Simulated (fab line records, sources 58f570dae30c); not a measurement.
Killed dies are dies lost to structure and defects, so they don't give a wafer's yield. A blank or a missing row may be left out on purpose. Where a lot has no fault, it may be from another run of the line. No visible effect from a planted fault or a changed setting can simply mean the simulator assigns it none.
A lot that was struck, set against a sound lot / flow berkeley cmos170 / 13 out of 331 route steps
Sound: wafers L628.3, L628.4, L628.6. Wafers struck: L638.1, L638.3, L638.6. The cause is named last.
For every step that has rows: the tool of each side, followed by ch and its chambers, followed by its first start. Under that, the readings that differ: sound wafers / struck wafers / difference of the means / sigmas: that difference in standard deviations of wafers without a fault.
alike: words and numbers the same on both sides, and readings whose means are apart by under 2 such deviations; not compared: readings that were withheld, readings missing a value for some wafer, numbers with overlapping values and no deviation given by the record, and bounds like >300 which may hide the same value.
A row with sigmas, a row that says differs or no value, or rows on one side alone: a step with any of these is where the two part. Numbers that have no deviation but don't overlap get no sigmas and don't part them. A reading that every wafer of one side lacks parts them only if that side has two wafers or more.

UCB170_START_BOW_MEAS_00:
  sound on film metro-01, day 2 01:02; struck on film metro-03, day 4 03:00
  alike: INCOMING_BOW
then, 2 steps without rows for these wafers: UCB170_START_CLEAN_01 (cleans in dHF, time 60 s); UCB170_START_OXIDATION_02 (target thk 20 nm, ox time 1800 s).
UCB170_START_THK_MEAS_03:
  sound on film metro-03, day 2 08:55; struck on film metro-03, day 4 05:07
  alike: START_OXIDE_THK
then, 6 steps without rows for these wafers: UCB170_START_ANNEAL_04 (time 1200 s); UCB170_ZERO_HMDS_00 (prime time 60 s); UCB170_ZERO_COAT_01 (resist thk 912.9 nm); UCB170_ZERO_SOFTBAKE_02 (time 60 s); UCB170_ZERO_EXPOSE_03 (exposes mask PM MARKS, target cd 4000 nm); UCB170_ZERO_PEB_04.
UCB170_ZERO_DEVELOP_05: develop time 45 s.
  sound on litho track-03 ch 0, day 2 16:00; struck on litho track-01, day 4 10:00
  no value came back on the struck wafers for chill plate temp C (C), develop time s (s), exhaust pa (Pa); on the sound wafers chill plate temp C (C) reads 22.94 22.98 22.83
reading=model.KrF_of_ZERO_COAT_01.thk nm (nm); sound=894.8 895.5 894.3; struck=911.8 912.5 910.9; difference=+16.9; sigmas=
UCB170_ZERO_ETCH_06: etches SiO2 in CHF3/CF4/Ar, time 12 s.
  sound on rie diel-03 ch 1,2, day 2 16:05; struck on rie diel-03 ch 0,1, day 4 10:49
reading=oes product au (a.u.); sound=0.635 0.615 0.628; struck=0.370 0.385 0.370; difference=-0.251; sigmas=-33
  alike: drypump motor current A, throttle valve pct
  not compared: rf hours counter h
UCB170_ZERO_STRIP_07: strips in O2.
  sound on plasma asher-02 ch 0,1, day 2 16:08; struck on plasma asher-02 ch 0,1, day 4 10:50
reading=strip time to endpoint s (s); sound=21.70 21.70 21.68; struck=22.11 22.10 22.08; difference=+0.40; sigmas=+7
  alike: drypump motor current A, oes product au
  not compared: rf hours counter h

== WHERE THEY PART ==
At UCB170_ZERO_DEVELOP_05 first; at UCB170_ZERO_STRIP_07 last (within this record only).

WHY: whatever the simulator had introduced
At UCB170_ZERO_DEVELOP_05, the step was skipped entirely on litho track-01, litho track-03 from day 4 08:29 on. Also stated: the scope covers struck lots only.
